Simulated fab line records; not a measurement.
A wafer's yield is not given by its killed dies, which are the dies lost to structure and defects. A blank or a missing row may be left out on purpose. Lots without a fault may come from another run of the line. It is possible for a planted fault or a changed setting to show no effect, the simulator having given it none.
A struck lot beside a sound one | flow ritCmos | 17 steps out of a route of 202
Sound: wafers L713.1, L713.3, L713.5. Wafers L719.1, L719.4, L719.5 were the ones struck. The cause is named last.
Per side, at each step with rows, come the tool, then ch with its chambers, and then its first start. Under that, the readings that differ: sound wafers | struck wafers | difference of the means | sigmas: that difference in standard deviations of wafers without a fault.
alike: same words and numbers on both sides, and readings whose means sit less than 2 such deviations apart. not compared: any withheld reading, any reading some wafer has no value for, any bound like >300 that may hide the same value, and any number with overlapping values for which the record gives no deviation.
A row with sigmas, a row that says differs or no value, or rows on one side alone: a step with any of these is where the two part. Non-overlapping numbers with no deviation appear without sigmas and do not part them. A reading that every wafer of one side lacks parts them only if that side has two wafers or more.

RIT_NWELL_TW_MEAS_10:
  sound on filmMetro-04, day 2 07:16; struck on filmMetro-04, day 3 13:32
  alike: NWELL_TW
then, 6 steps without rows for these wafers: RIT_PWELL_HMDS_00 (prime time 60 s); RIT_PWELL_COAT_01 (resist thk 1300 nm); RIT_PWELL_SOFTBAKE_02 (time 60 s); RIT_PWELL_EXPOSE_03 (exposes mask M3, target cd 43700 nm); RIT_PWELL_PEB_04; RIT_PWELL_DEVELOP_05 (develop time 68 s).
RIT_PWELL_OVL_MEAS_06:
  sound on overlay-02, day 2 08:13; struck on overlay-02, day 3 14:37
  alike: PWELL_OVL
then, 2 steps without rows for these wafers: RIT_PWELL_HARDBAKE_07 (time 120 s); RIT_PWELL_IMPLANT_08.
RIT_PWELL_STRIP_09: strips in O2, time 180 s.
  sound on plasmaAsher-01 ch 0,1, day 2 08:39; struck on plasmaAsher-01 ch 0,1, day 3 15:02
  alike: drypumpMotorCurrentA, o2FlowSccm
  not compared: rfHoursCounterH
RIT_PWELL_TW_MEAS_10:
  sound on filmMetro-02, day 2 08:50; struck on filmMetro-02, day 3 15:13
  alike: PWELL_TW
RIT_WELLDRIVE_ANNEAL_00: time 14700 s.
  sound on furnace-01 ch 0, day 2 08:55; struck on furnace-01 ch 0, day 3 16:32
reading        | sound             | struck         | difference | sigmas
runLengthS (s) | 18279 18279 18279 | 9451 9451 9451 | -8828      | -99 or more
  alike: spikeTcCentreC, spikeTcLoadC
RIT_WELLDRIVE_RS_MEAS_01: measurement is done with a four-point probe.
  sound on filmMetro-02, day 2 14:01; struck on filmMetro-02, day 3 21:37
reading           | sound             | struck            | difference | sigmas
NWELL_RS (ohm/sq) | 275.3 274.6 275.3 | 320.8 321.3 321.2 | +46.0      | +56
RIT_WELLDRIVE_RS_MEAS_02: measurement is done with a four-point probe.
  sound on filmMetro-02, day 2 14:08; struck on filmMetro-02, day 3 21:44
reading           | sound             | struck            | difference | sigmas
PWELL_RS (ohm/sq) | 427.1 429.0 429.3 | 473.6 474.9 473.9 | +45.7      | +35
then, 1 step without rows for these wafers: RIT_NRETRO_HMDS_00 (prime time 60 s).
RIT_M1_PROBE_99:
  sound on prober-01, day 3 20:51; struck on prober-02, day 5 03:27
reading                          | sound             | struck            | difference | sigmas
model.etest.pmos_0p3.rOnOhmUm    | 6184 6171 6241    | 6315 6286 6250    | +85        | 
model.etest.pmosTurned.rOnOhmUm  | 3381 3406 3469    | 3583 3556 3519    | +134       | 
model.etest.nwellPinched.rsOhmSq | 333.4 342.1 338.3 | 432.6 425.5 435.2 | +93.2      | 
model.etest.pwellPinched.rsOhmSq | 456.2 462.2 458.2 | 509.9 510.3 511.1 | +51.6      | 
model.etest.pwell.rsOhmSq        | 421.7 414.1 419.2 | 464.1 465.4 465.1 | +46.5      | 
model.etest.pmosTurned.driveUaUm | 193.8 195.3 189.5 | 175.9 175.2 177.6 | -16.6      | 
  alike: killedAtContacts, killedAtFrontEnd, killedDies, killedOnRim, killedOpen, killedShort
  not compared: model.etest.pmos_0p15.rOnOhmUm, model.etest.pmos_0p15.driveUaUm

## WHERE THEY PART
First at RIT_WELLDRIVE_ANNEAL_00; last, within this record, at RIT_WELLDRIVE_RS_MEAS_02. Later steps at which nothing parts them and some readings are alike: RIT_M1_PROBE_99.

WHY: what the simulator had put in
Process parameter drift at RIT_WELLDRIVE_ANNEAL_00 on furnace-01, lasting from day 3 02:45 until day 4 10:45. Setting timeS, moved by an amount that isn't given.
